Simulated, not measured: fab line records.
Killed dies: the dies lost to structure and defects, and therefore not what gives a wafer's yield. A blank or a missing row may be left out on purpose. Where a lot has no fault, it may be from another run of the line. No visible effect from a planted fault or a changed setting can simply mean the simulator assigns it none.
Chamber matching + flow berkeleyCmos170 + 4 sister chambers for UCB170_M2_ETCH_17 on rieDiel-03
The step etches BARC in N2/H2. 14 wafers are shown with their chamber, then 7 later ones without.

## EACH WAFER AND ITS CHAMBER
| wafer  | chamber | throttleValvePct (%) | drypumpMotorCurrentA (A) | oesProductAu (a.u.) |
|--------|---------|----------------------|--------------------------|---------------------|
| L701.1 | 3       | 13.53                | 6.2                      | 1.04                |
| L701.2 | 1       | 13.19                | 5.9                      | 1.04                |
| L701.4 | 0       | 13.32                | 6.4                      | 0.95                |
| L704.1 | 3       | 13.53                | 6.2                      | 1.03                |
| L704.3 | 0       | 13.31                | 6.4                      | 0.95                |
| L704.6 | 0       | 13.30                | 6.4                      | 0.95                |
| L705.1 | 3       | 13.55                | 6.2                      | 1.04                |
| L705.3 | 1       | 13.18                | 6.0                      | 1.03                |
| L705.5 | 0       | 13.31                | 6.5                      | 0.95                |
| L707.2 | 1       | 13.18                | 5.9                      | 1.02                |
| L707.5 | 3       | 13.53                | 6.2                      | 1.03                |
| L707.6 | 2       | 13.22                | 6.6                      | 1.00                |
| L715.1 | 1       | 13.20                | 5.9                      | 1.03                |
| L715.3 | 0       | 13.30                | 6.4                      | 0.96                |

SIGNATURES (means of the wafers above)
| reading              | chamber 0 | chamber 1 | chamber 2 | chamber 3 | scatter within a chamber |
|----------------------|-----------|-----------|-----------|-----------|--------------------------|
| throttleValvePct     | 13.3080   | 13.1875   | 13.2200   | 13.5350   | 0.00925                  |
| drypumpMotorCurrentA | 6.420     | 5.925     | 6.600     | 6.200     | 0.0394                   |
| oesProductAu         | 0.9520    | 1.0300    | 1.0000    | 1.0350    | 0.00616                  |
Rule: a wafer's distance from a chamber is the root of the sum, over the readings, of the square of ((its reading less the chamber's mean) divided by the reading's scatter). If the next closest chamber is less than 2 further off than the closest, the wafer can't be placed; otherwise it belongs to the closest. How the scatter is found: for the shown wafers, subtract from each reading the mean of its chamber, square and add these, divide the total by (wafers less chambers), then take the root.

## WAFERS MISSING THEIR CHAMBER
| wafer  | throttleValvePct (%) | drypumpMotorCurrentA (A) | oesProductAu (a.u.) |
|--------|----------------------|--------------------------|---------------------|
| L715.6 | 13.24                | 6.5                      | 1.00                |
| L721.1 | 13.24                | 6.6                      | 1.01                |
| L721.3 | 13.19                | 5.9                      | 1.03                |
| L721.4 | 13.52                | 6.1                      | 1.04                |
| L723.1 | 13.22                | 6.6                      | 1.01                |
| L723.4 | 13.21                | 6.6                      | 1.02                |
| L723.5 | 13.53                | 6.2                      | 1.04                |

## EACH ONE'S CHAMBER
| wafer  | from the rows above | in truth |
|--------|---------------------|----------|
| L715.6 | 2                   | 2        |
| L721.1 | 2                   | 2        |
| L721.3 | 1                   | 1        |
| L721.4 | 3                   | 3        |
| L723.1 | 2                   | 2        |
| L723.4 | 2                   | 2        |
| L723.5 | 3                   | 3        |
Correctly placed: 7 of 7. Left unplaced by these rows: 0. 0 placed wrongly.
